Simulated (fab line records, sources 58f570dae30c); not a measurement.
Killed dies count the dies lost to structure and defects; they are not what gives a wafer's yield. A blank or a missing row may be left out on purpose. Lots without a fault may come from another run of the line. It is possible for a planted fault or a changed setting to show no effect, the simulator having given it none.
Chamber matching || flow berkeley cmos170 || UCB170_GATE_ETCH_15 on rie si-02: 4 sister chambers
The step etches poly-Si in HBr/Cl2, stops on SiO2, time 56.3 s, target depth 278.2 nm. 4 wafers are shown with their chamber, then 8 later ones without.

## WAFERS WITH THEIR CHAMBER
{"wafer": "L245.5", "chamber": 3, "throttle valve pct (%)": 26.64}
{"wafer": "L248.3", "chamber": 1, "throttle valve pct (%)": 26.53}
{"wafer": "L248.5", "chamber": 2, "throttle valve pct (%)": 26.37}
{"wafer": "L254.1", "chamber": 0, "throttle valve pct (%)": 26.20}

## WAFERS WHOSE CHAMBER IS MISSING
{"wafer": "L254.3", "throttle valve pct (%)": 26.53}
{"wafer": "L254.4", "throttle valve pct (%)": 26.37}
{"wafer": "L255.3", "throttle valve pct (%)": 26.65}
{"wafer": "L255.4", "throttle valve pct (%)": 26.21}
{"wafer": "L255.5", "throttle valve pct (%)": 26.53}
{"wafer": "L260.3", "throttle valve pct (%)": 26.22}
{"wafer": "L260.4", "throttle valve pct (%)": 26.66}
{"wafer": "L260.6", "throttle valve pct (%)": 26.50}

## WHICH CHAMBER EACH WENT THROUGH
{"wafer": "L254.3", "from the rows above": 1, "in truth": 1}
{"wafer": "L254.4", "from the rows above": 2, "in truth": 2}
{"wafer": "L255.3", "from the rows above": 3, "in truth": 3}
{"wafer": "L255.4", "from the rows above": 0, "in truth": 0}
{"wafer": "L255.5", "from the rows above": 1, "in truth": 1}
{"wafer": "L260.3", "from the rows above": 0, "in truth": 0}
{"wafer": "L260.4", "from the rows above": 3, "in truth": 3}
{"wafer": "L260.6", "from the rows above": 1, "in truth": 1}
8 of 8 placed correctly. From these rows, 0 cannot be placed. Placed wrongly: 0.
How it was worked out, from the rows above alone: a wafer's distance from a chamber is the root of the sum, over the readings, of the square of ((its reading less the chamber's mean) divided by the reading's scatter). The wafer belongs to the nearest chamber; if the next one is less than 2 further off, it can't be placed. The mean given for a chamber averages the wafers shown for that chamber. The scatter (one wafer shown for each chamber): square how far every hidden wafer sits from the nearest shown wafer, average those squares and take the square root.
